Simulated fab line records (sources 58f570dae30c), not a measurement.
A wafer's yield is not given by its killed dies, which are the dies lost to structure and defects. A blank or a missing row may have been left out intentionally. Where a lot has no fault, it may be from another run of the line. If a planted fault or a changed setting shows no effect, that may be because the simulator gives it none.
fab line records	flow berkeley-cmos170
record lots=5	wafers=23
route steps=331 shown M2@285 V2@292 M3@314
start-h: the number of hours between the record's first day and the start of the first shown wafer of the lot	wait-h: how many hours have passed since the lot's step before this one	" as in the row above	L1.1+2: one row covering several wafers at once	- no value, or no start given	* or withheld: withheld	< > ~ a bound
route shown NAME@n: NAME is a module with steps in the file, n the number in the route of the first one	usual: the fault-free wafers' mean and standard deviation	same: alike in all rows	chamber/n: place in a boat	sites: each site's reading	_std_site: their standard deviation	_edge_site: outer sites' mean less inner sites'	radius-mm: for every site, how far away it sits from the centre of the wafer	mask NAME#n: copy n	behind: tool/chamber where the wafer was last shaped	hold: why the lot was held/for how many hours/how that ended	device: names the non-switching transistor (n, p or np)	end of line: tests run on the same wafers once the route is complete	a step given without rows: its recipe and nothing more	killed: not the wafer's yield, but the dies lost to structure and defects at the first sort	map: dies across one wafer; x = killed, . = not, _ = none there
set.NAME: the setting that was run; set.NAME@STEP: the one run at that earlier step	model.NAME: the simulator's own value behind a step, which no gauge read
lots where settings were altered on purpose, with a table for each step and a row for each wafer
## steps
# step UCB170_M2_DEVELOP_14
# recipe developer=TMAH	develop-time-s=45	resist=KrF	dev-temp-c=21
lot.wafer	tool	chamber	start-h	wait-h	set.develop-time-s
L075.1+3+4+5+6	litho-track-04	0	-	-	45
L076.2+6	litho-track-04	0	-	-	45
L076.3+4+5	"	0	"	"	51.31
L082.2+4+5	litho-track-01	0	-	-	45
L083.1+3+4	litho-track-01	0	-	-	45
L083.2+6	"	0	"	"	48.51
L084.2+3+4+5+6	litho-track-01	0	-	-	45
# step UCB170_M2_CD_MEAS_15
# recipe target-cd-nm=700
# usual cd-nm=699.7/0.85
lot.wafer	tool	chamber	start-h	wait-h	set.dose-mj@M2_EXPOSE_12	cd-nm
L075.1	cd-sem-01	-	150.50	-	26	701.2
L075.3	"	-	"	"	26	699.1
L075.4	"	-	"	"	24.76	709.0
L075.5	"	-	"	"	26	700.3
L075.6	"	-	"	"	24.76	708.6
L076.2	cd-sem-02	-	151.12	-	26	701.1
L076.3	"	-	"	"	26.84	693.7
L076.4	"	-	"	"	26.84	694.3
L076.5	"	-	"	"	26	698.8
L076.6	"	-	"	"	26	699.9
L082.2	cd-sem-02	-	192.03	-	26	700.5
L082.4	"	-	"	"	26	699.7
L082.5	"	-	"	"	26	700.9
L083.1	cd-sem-01	-	196.55	-	26	700.3
L083.2	"	-	"	"	26	700.2
L083.3	"	-	"	"	26	699.7
L083.4	"	-	"	"	26	700.9
L083.6	"	-	"	"	26	699.7
L084.2	cd-sem-01	-	196.89	-	26.72	695.3
L084.3	"	-	"	"	26.72	694.1
L084.4	"	-	"	"	26	699.8
L084.5	"	-	"	"	26.72	694.9
L084.6	"	-	"	"	26	699.5
# step UCB170_M2_ETCH_17
# recipe chemistry=N2/H2	target-depth-a=withheld	overetch-a=withheld	target=BARC	time-s=withheld	source-w=500	bias-w=100	pressure-mtorr=30	n2-flow-sccm=100	h2-flow-sccm=200
lot.wafer	tool	chamber	start-h	wait-h	set.dose-mj@M2_EXPOSE_12	model.M2.cd-nm
L075.1	rie-diel-01	0	150.66	0.0	26	701.3
L075.3	"	2	"	"	26	698.7
L075.4+6	"	1,2	"	"	24.76	708.4
L075.5	"	1	"	"	26	699.1
L076.2	rie-diel-02	0	151.26	0.0	26	701.5
L076.3	"	2	"	"	26.84	693.8
L076.4	"	1	"	"	26.84	694.6
L076.5	"	1	"	"	26	699.5
L076.6	"	2	"	"	26	700.2
L082.2+5	rie-diel-02	3,2	192.16	0.0	26	700.3
L082.4	"	1	"	"	26	700.8
L083.1	rie-diel-04	3	196.71	0.0	26	700.6
L083.2	"	2	"	"	26	700.7
L083.3	"	1	"	"	26	699.6
L083.4	"	0	"	"	26	702
L083.6	"	2	"	"	26	700.4
L084.2	rie-diel-01	2	197.03	0.0	26.72	695.1
L084.3	"	1	"	"	26.72	693.2
L084.4	"	0	"	"	26	699.6
L084.5	"	2	"	"	26.72	694.4
L084.6	"	1	"	"	26	698.3
# step UCB170_M2_METAL_ETCH_18
# recipe chemistry=Cl2/BCl3	target=Al	stop-on=SiO2	pressure-mtorr=12	target-depth-a=11700	over-etch-frac=0.3	time-s=199.2	icp-w=600	bias-w=120	Cl2_flow_sccm=90	bcl3-flow-sccm=45
# usual oes-product-au=0.843/0.015
lot.wafer	tool	chamber	start-h	wait-h	set.time-s@M2_SPUTTER_01	oes-product-au
L075.1	rie-metal-04	0	150.70	-	112.2	0.839
L075.3	"	0	"	"	112.2	0.832
L075.4	"	0	"	"	120	0.867
L075.5	"	0	"	"	120	0.859
L075.6	"	0	"	"	112.2	0.826
L076.2	rie-metal-02	1	151.30	-	120	0.823
L076.3	"	1	"	"	120	0.835
L076.4	"	0	"	"	102.2	0.775
L076.5	"	1	"	"	120	0.831
L076.6	"	0	"	"	102.2	0.772
L082.2	rie-metal-04	0	192.20	-	120	0.846
L082.4	"	0	"	"	120	0.844
L082.5	"	0	"	"	120	0.842
L083.1	rie-metal-02	0	196.75	-	120	0.857
L083.2	"	1	"	"	120	0.827
L083.3	"	0	"	"	110.1	0.819
L083.4	"	1	"	"	110.1	0.799
L083.6	"	0	"	"	110.1	0.811
L084.2	rie-metal-04	1	197.07	-	113.5	0.804
L084.3	"	0	"	"	113.5	0.818
L084.4	"	1	"	"	120	0.841
L084.5	"	1	"	"	120	0.834
L084.6	"	0	"	"	113.5	0.817
# step UCB170_M2_STRIP_19
# recipe chemistry=O2	power-w=400	pressure-mtorr=3500	platen-temp-c=withheld	o2-flow-sccm=400	overash-fraction=0.5
# step UCB170_M2_CD_MEAS_90
# recipe target-cd-nm=700
# usual cd-nm=700.3/2.7
lot.wafer	tool	chamber	start-h	wait-h	set.dose-mj@M2_EXPOSE_12	cd-nm
L075.1	cd-sem-01	-	151.17	0.1	26	698.9
L075.3	"	-	"	"	26	698.2
L075.4	"	-	"	"	24.76	706.8
L075.5	"	-	"	"	26	697.2
L075.6	"	-	"	"	24.76	705.1
L076.2	cd-sem-02	-	151.61	0.1	26	702.5
L076.3	"	-	"	"	26.84	696.2
L076.4	"	-	"	"	26.84	699.3
L076.5	"	-	"	"	26	700.6
L076.6	"	-	"	"	26	705.3
L082.2	cd-sem-01	-	192.51	0.1	26	702.8
L082.4	"	-	"	"	26	702.5
L082.5	"	-	"	"	26	702.0
L083.1	cd-sem-01	-	197.04	0.1	26	701.1
L083.2	"	-	"	"	26	703.9
L083.3	"	-	"	"	26	700.1
L083.4	"	-	"	"	26	702.6
L083.6	"	-	"	"	26	700.6
L084.2	cd-sem-01	-	197.38	0.1	26.72	696.5
L084.3	"	-	"	"	26.72	698.0
L084.4	"	-	"	"	26	703.1
L084.5	"	-	"	"	26.72	692.7
L084.6	"	-	"	"	26	700.9
# step UCB170_V2_CVD_00
# recipe material=SiO2	target-thk-nm=2000	temp-c=390	precursor=TEOS/O2	time-s=250	rf-w=550	pressure-mtorr=9000
# step UCB170_V2_ETCH_14
# recipe chemistry=CHF3/CF4/Ar	target=SiO2	stop-on=Al	CHF3_flow_sccm=45	cf4-flow-sccm=15	Ar_flow_sccm=150	pressure-mtorr=200	rf-w=700	target-depth-a=12500	over-etch-frac=0.25	time-s=291
lot.wafer	tool	chamber	start-h	wait-h	set.time-s@M2_SPUTTER_01	model.Al_of_M2_SPUTTER_01.thk-nm
L075.1	rie-diel-01	1	154.11	0.0	112.2	863.1
L075.3	"	2	"	"	112.2	850
L075.4	"	3	"	"	120	916.9
L075.5	"	0	"	"	120	918.6
L075.6	"	3	"	"	112.2	846.5
L076.2	rie-diel-02	1	154.34	0.0	120	891.9
L076.3	"	2	"	"	120	902.2
L076.4	"	3	"	"	102.2	756.4
L076.5	"	1	"	"	120	903.5
L076.6	"	0	"	"	102.2	764.4
L082.2	rie-diel-01	1	195.22	0.0	120	908.5
L082.4	"	3	"	"	120	916.2
L082.5	"	3	"	"	120	915.9
L083.1	rie-diel-01	0	199.59	0.0	120	905.5
L083.2	"	1	"	"	120	888.2
L083.3	"	2	"	"	110.1	825
L083.4	"	3	"	"	110.1	833.4
L083.6	"	0	"	"	110.1	823.3
L084.2	rie-diel-03	3	200.31	0.0	113.5	837.9
L084.3	"	3	"	"	113.5	848.3
L084.4	"	0	"	"	120	893.2
L084.5	"	3	"	"	120	884.6
L084.6	"	0	"	"	113.5	849.4
# step UCB170_M3_COAT_05
# recipe resist=KrF	spin-rpm=1500	resist-thk-nm=900
lot.wafer	tool	chamber	start-h	wait-h	set.spin-rpm	model.KrF_of_M3_COAT_05.thk-nm
L075.1	litho-track-04	0	154.99	0.1	1500	900.1
L075.3	"	0	"	"	1500	895.2
L075.4	"	0	"	"	1500	898.8
L075.5	"	0	"	"	1500	898.6
L075.6	"	0	"	"	1500	897.8
L076.2	litho-track-02	0	155.24	0.1	1500	898.5
L076.3	"	0	"	"	1500	897.2
L076.4	"	0	"	"	1609	863.7
L076.5	"	0	"	"	1609	867
L076.6	"	0	"	"	1500	895.5
L082.2	litho-track-03	0	196.16	0.1	1500	897
L082.4	"	0	"	"	1500	897.7
L082.5	"	0	"	"	1500	895.7
L083.1	litho-track-03	0	200.47	0.1	1403	931.5
L083.2	"	0	"	"	1500	900.8
L083.3	"	0	"	"	1500	901.2
L083.4	"	0	"	"	1403	932.1
L083.6	"	0	"	"	1500	901.7
L084.2	litho-track-03	0	201.39	0.1	1500	904.5
L084.3	"	0	"	"	1542	890.9
L084.4	"	0	"	"	1542	889.4
L084.5	"	0	"	"	1542	890.1
L084.6	"	0	"	"	1500	900.3
# step UCB170_M3_SOFTBAKE_06
# recipe resist=KrF	temp-c=130	time-s=60
# step UCB170_M3_STRIP_07
# recipe chemistry=O2	power-w=400	pressure-mtorr=3500	platen-temp-c=withheld	o2-flow-sccm=400	overash-fraction=0.5
# usual strip-time-to-endpoint-s=21.96/0.049
lot.wafer	tool	chamber	start-h	wait-h	set.spin-rpm@M3_COAT_05	strip-time-to-endpoint-s
L075.1	plasma-asher-03	1	155.29	0.1	1500	21.95
L075.3	"	0	"	"	1500	21.85
L075.4	"	1	"	"	1500	21.95
L075.5	"	0	"	"	1500	21.93
L075.6	"	1	"	"	1500	21.91
L076.2	plasma-asher-04	1	155.52	0.1	1500	21.93
L076.3	"	0	"	"	1500	21.91
L076.4	"	1	"	"	1609	21.10
L076.5	"	1	"	"	1609	21.19
L076.6	"	0	"	"	1500	21.87
L082.2	plasma-asher-01	1	196.43	0.1	1500	21.89
L082.4	"	1	"	"	1500	21.91
L082.5	"	1	"	"	1500	21.87
L083.1	plasma-asher-01	0	200.77	0.1	1403	22.72
L083.2	"	1	"	"	1500	21.98
L083.3	"	1	"	"	1500	21.99
L083.4	"	0	"	"	1403	22.74
L083.6	"	0	"	"	1500	22.02
L084.2	plasma-asher-01	0	201.67	0.1	1500	22.08
L084.3	"	1	"	"	1542	21.75
L084.4	"	0	"	"	1542	21.72
L084.5	"	0	"	"	1542	21.74
L084.6	"	1	"	"	1500	21.95
# step UCB170_M3_PEB_13
# recipe peb-temp-c=130	peb-time-s=withheld	resist=KrF
lot.wafer	tool	chamber	start-h	wait-h	set.peb-temp-c
L075.1+4+6	litho-track-02	0	156.13	0.1	130
L075.3+5	"	0	"	"	133.6
L076.2+4+5	litho-track-02	0	156.61	0.1	131
L076.3+6	"	0	"	"	130
L082.2+4+5	litho-track-02	0	197.70	0.1	130
L083.1+2+3	litho-track-03	0	201.73	0.1	128.7
L083.4+6	"	0	"	"	130
L084.2+3+4+5+6	litho-track-02	0	202.92	0.4	130
# step UCB170_M3_DEVELOP_14
# recipe developer=TMAH	develop-time-s=45	resist=KrF	dev-temp-c=21
# step UCB170_M3_CD_MEAS_15
# recipe target-cd-nm=700
# usual cd-nm=700.0/1.1
lot.wafer	tool	chamber	start-h	wait-h	set.peb-temp-c@M3_PEB_13	cd-nm
L075.1	cd-sem-01	-	156.40	-	130	698.8
L075.3	"	-	"	"	133.6	679.2
L075.4	"	-	"	"	130	698.8
L075.5	"	-	"	"	133.6	679.2
L075.6	"	-	"	"	130	699.2
L076.2	cd-sem-01	-	156.90	-	131	696.4
L076.3	"	-	"	"	130	700.6
L076.4	"	-	"	"	131	693.9
L076.5	"	-	"	"	131	693.9
L076.6	"	-	"	"	130	701.0
L082.2	cd-sem-02	-	197.97	-	130	698.0
L082.4	"	-	"	"	130	699.8
L082.5	"	-	"	"	130	699.6
L083.1	cd-sem-02	-	202.01	-	128.7	708.9
L083.2	"	-	"	"	128.7	708.4
L083.3	"	-	"	"	128.7	708.7
L083.4	"	-	"	"	130	699.4
L083.6	"	-	"	"	130	699.6
L084.2	cd-sem-01	-	203.19	-	130	700.8
L084.3	"	-	"	"	130	699.6
L084.4	"	-	"	"	130	698.8
L084.5	"	-	"	"	130	700.1
L084.6	"	-	"	"	130	700.3
# step UCB170_M3_ETCH_17
# recipe chemistry=N2/H2	target-depth-a=withheld	overetch-a=withheld	target=BARC	time-s=withheld	source-w=500	bias-w=100	pressure-mtorr=30	n2-flow-sccm=100	h2-flow-sccm=200
lot.wafer	tool	chamber	start-h	wait-h	set.peb-temp-c@M3_PEB_13	model.M3.cd-nm
L075.1+6	rie-diel-04	3,0	156.56	0.0	130	698
L075.3	"	2	"	"	133.6	677.9
L075.4	"	0	"	"	130	697.6
L075.5	"	1	"	"	133.6	678.9
L076.2	rie-diel-02	2	157.04	0.0	131	696.1
L076.3	"	3	"	"	130	700.4
L076.4	"	1	"	"	131	694.5
L076.5	"	1	"	"	131	694.4
L076.6	"	0	"	"	130	700.5
L082.2	rie-diel-04	2	198.11	0.0	130	697.5
L082.4	"	0	"	"	130	698.9
L082.5	"	1	"	"	130	699.9
L083.1	rie-diel-04	2	202.16	0.0	128.7	708.6
L083.2	"	0	"	"	128.7	708.1
L083.3	"	3	"	"	128.7	707
L083.4	"	1	"	"	130	699.8
L083.6	"	3	"	"	130	698.3
L084.2	rie-diel-04	2	203.33	0.0	130	700.6
L084.3+6	"	0,2	"	"	130	699.3
L084.4	"	3	"	"	130	697
L084.5	"	3	"	"	130	699
# step UCB170_M3_METAL_ETCH_18
# recipe chemistry=Cl2/BCl3	target=Al	stop-on=SiO2	pressure-mtorr=12	target-depth-a=11700	over-etch-frac=0.3	time-s=189.5	icp-w=600	bias-w=120	Cl2_flow_sccm=90	bcl3-flow-sccm=45
lot.wafer	tool	chamber	start-h	wait-h	set.peb-temp-c@M3_PEB_13	model.M3.cd-nm
L075.1	rie-metal-03	1	156.60	-	130	699.7
L075.3	"	1	"	"	133.6	680
L075.4	"	0	"	"	130	701.2
L075.5	"	0	"	"	133.6	682
L075.6	"	1	"	"	130	696.5
L076.2	rie-metal-02	0	157.08	-	131	702.9
L076.3	"	0	"	"	130	705
L076.4	"	1	"	"	131	693.3
L076.5	"	0	"	"	131	698.9
L076.6	"	1	"	"	130	697.7
L082.2	rie-metal-03	1	198.15	-	130	700.8
L082.4	"	0	"	"	130	705.7
L082.5	"	0	"	"	130	706
L083.1	rie-metal-01	1	202.21	-	128.7	711
L083.2	"	0	"	"	128.7	706.6
L083.3	"	1	"	"	128.7	711.6
L083.4	"	0	"	"	130	700.4
L083.6	"	0	"	"	130	698
L084.2	rie-metal-02	1	203.37	-	130	703.4
L084.3	"	0	"	"	130	702.5
L084.4	"	1	"	"	130	698.5
L084.5	"	0	"	"	130	702.2
L084.6	"	1	"	"	130	700
# step UCB170_M3_STRIP_19
# recipe chemistry=O2	power-w=400	pressure-mtorr=3500	platen-temp-c=withheld	o2-flow-sccm=400	overash-fraction=0.5
# step UCB170_M3_CD_MEAS_90
# recipe target-cd-nm=700
# usual cd-nm=701.6/3
lot.wafer	tool	chamber	start-h	wait-h	set.peb-temp-c@M3_PEB_13	cd-nm
L075.1	cd-sem-02	-	156.91	0.1	130	699.4
L075.3	"	-	"	"	133.6	679.7
L075.4	"	-	"	"	130	700.9
L075.5	"	-	"	"	133.6	682.4
L075.6	"	-	"	"	130	696.6
L076.2	cd-sem-02	-	157.39	0.1	131	702.9
L076.3	"	-	"	"	130	704.9
L076.4	"	-	"	"	131	693.2
L076.5	"	-	"	"	131	698.7
L076.6	"	-	"	"	130	697.3
L082.2	cd-sem-01	-	198.46	0.1	130	700.8
L082.4	"	-	"	"	130	706.0
L082.5	"	-	"	"	130	706.2
L083.1	cd-sem-02	-	202.49	0.1	128.7	711.0
L083.2	"	-	"	"	128.7	706.7
L083.3	"	-	"	"	128.7	711.6
L083.4	"	-	"	"	130	700.4
L083.6	"	-	"	"	130	697.8
L084.2	cd-sem-01	-	203.68	0.1	130	703.8
L084.3	"	-	"	"	130	702.5
L084.4	"	-	"	"	130	698.7
L084.5	"	-	"	"	130	702.6
L084.6	"	-	"	"	130	699.5
## key
split step=UCB170_M2_DEVELOP_14	setting=develop-time-s	stated=45	by=wafer
response none clear
split step=UCB170_M3_COAT_05	setting=spin-rpm	stated=1500	by=wafer
response step=UCB170_M3_COAT_05	reading=model.KrF_of_M3_COAT_05.thk-nm	change=-4.52	per=1%	r=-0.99
response step=UCB170_M3_STRIP_07	reading=strip-time-to-endpoint-s	change=*	per=1%	r=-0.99
split step=UCB170_M3_PEB_13	setting=peb-temp-c	stated=130	by=wafer
response step=UCB170_M3_CD_MEAS_15	reading=cd-nm	change=-7.41	per=1%	r=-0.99
response step=UCB170_M3_ETCH_17	reading=model.M3.cd-nm	change=-7.22	per=1%	r=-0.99
response step=UCB170_M3_METAL_ETCH_18	reading=model.M3.cd-nm	change=-6.82	per=1%	r=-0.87
response step=UCB170_M3_CD_MEAS_90	reading=cd-nm	change=-6.74	per=1%	r=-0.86
split outside-this-file step=UCB170_M2_SPUTTER_01 setting=time-s
split outside-this-file step=UCB170_M2_EXPOSE_12 setting=dose-mj
# split outside-this-file: this setting was split too, and the file shows its column; the key of that split is in another file
